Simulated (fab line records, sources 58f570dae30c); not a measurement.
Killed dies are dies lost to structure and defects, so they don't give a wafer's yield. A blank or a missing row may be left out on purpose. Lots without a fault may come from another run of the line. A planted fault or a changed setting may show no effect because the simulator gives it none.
Tool commonality check | flow berkeley_cmos170 | 14 lots, 42 wafers sampled

WHY IT WAS OPENED
At UCB170_V2_CD_MEAS_12 the reading cd_nm is flagged on 2 of 14 lots. Wafers without a fault read 700.2 nm, standard deviation 1.3.
Rule: a lot is flagged when every wafer of it that has a number lies more than 4 standard deviations from that mean, or none has a number. The other lots count as sound.

lot  | measured     | on        | cd_nm (nm), wafer by wafer | flag
L816 | day 7 14:50  | cd_sem-01 | 699.9 700.6 700.0          |
L814 | day 7 15:25  | cd_sem-01 | 700.3 700.2 700.3          |
L815 | day 7 15:53  | cd_sem-01 | 701.9 701.4 701.0          |
L817 | day 7 22:40  | cd_sem-01 | 724.5 725.8 725.5          | FLAGGED
L819 | day 8 12:50  | cd_sem-02 | 722.4 724.1 722.8          | FLAGGED
L820 | day 8 17:13  | cd_sem-02 | 699.9 700.5 699.5          |
L826 | day 10 08:46 | cd_sem-02 | 700.5 700.2 701.4          |
L830 | day 11 05:11 | cd_sem-02 | 701.5 701.5 701.6          |
L831 | day 11 19:28 | cd_sem-02 | 700.2 698.3 699.2          |
L832 | day 11 19:47 | cd_sem-01 | 699.3 698.8 698.3          |
L833 | day 11 20:03 | cd_sem-01 | 700.6 698.0 698.5          |
L834 | day 12 02:42 | cd_sem-01 | 702.7 702.5 701.3          |
L835 | day 12 05:53 | cd_sem-02 | 700.0 699.8 699.7          |
L837 | day 12 23:25 | cd_sem-01 | 700.4 700.0 699.5          |
The numbers of the flagged lots are 724.2 nm on average: +24.0 nm against the usual, or +18 standard deviations.

WHICH TOOL RAN EACH LOT
The record holds 1 process step before the reading, out of a route of 331 steps. In each cell: the tool, then ch and the chambers that the sampled wafers went through, then the start.
lot  | flag    | UCB170_V2_PEB_10
L816 |         | litho_track-04 ch 0, day 7 14:35
L814 |         | litho_track-04 ch 0, day 7 15:08
L815 |         | litho_track-02 ch 0, day 7 15:37
L817 | FLAGGED | litho_track-04 ch 0, day 7 22:24
L819 | FLAGGED | litho_track-04 ch 0, day 8 12:34
L820 |         | litho_track-03 ch 0, day 8 16:57
L826 |         | litho_track-02 ch 0, day 10 08:23
L830 |         | litho_track-03 ch 0, day 11 04:55
L831 |         | litho_track-02 ch 0, day 11 19:11
L832 |         | litho_track-02 ch 0, day 11 19:31
L833 |         | litho_track-02 ch 0, day 11 19:47
L834 |         | litho_track-02 ch 0, day 12 02:25
L835 |         | litho_track-03 ch 0, day 12 05:37
L837 |         | litho_track-04 ch 0, day 12 23:08
What these steps do:
- UCB170_V2_PEB_10
- UCB170_V2_CD_MEAS_12: target cd 700 nm.

FLAGGED OVER TOTAL, TOOL BY TOOL (the gauges that took the reading come last)
step                 | tool           | lots run | flagged | share of the flagged lots | sound lots run after its first flagged lot
UCB170_V2_PEB_10     | litho_track-02 | 6        | 0       | none                      | -
UCB170_V2_PEB_10     | litho_track-03 | 3        | 0       | none                      | -
UCB170_V2_PEB_10     | litho_track-04 | 5        | 2       | all                       | 1 (L837)
UCB170_V2_CD_MEAS_12 | cd_sem-01      | 8        | 1       | some                      | 4 (L832,L833,L834,L837)
UCB170_V2_CD_MEAS_12 | cd_sem-02      | 6        | 1       | some                      | 5 (L820,L826,L830,L831,L835)

WHAT THE TABLE ALLOWS
1 row of the table ran every flagged lot: litho_track-04 at UCB170_V2_PEB_10.
- litho_track-04 at UCB170_V2_PEB_10: 2 of its 5 lots flagged. Sound lots ran on it after the first flagged one (L837), which a lasting fault on the whole tool wouldn't allow. Its own readings lie more than 4 standard deviations out on every wafer of the flagged lots: heater_power_total_W, plate_temp_C.
No row of the table ran every flagged lot and no sound lot after the first.

WHAT THE SIMULATOR HAD PUT IN
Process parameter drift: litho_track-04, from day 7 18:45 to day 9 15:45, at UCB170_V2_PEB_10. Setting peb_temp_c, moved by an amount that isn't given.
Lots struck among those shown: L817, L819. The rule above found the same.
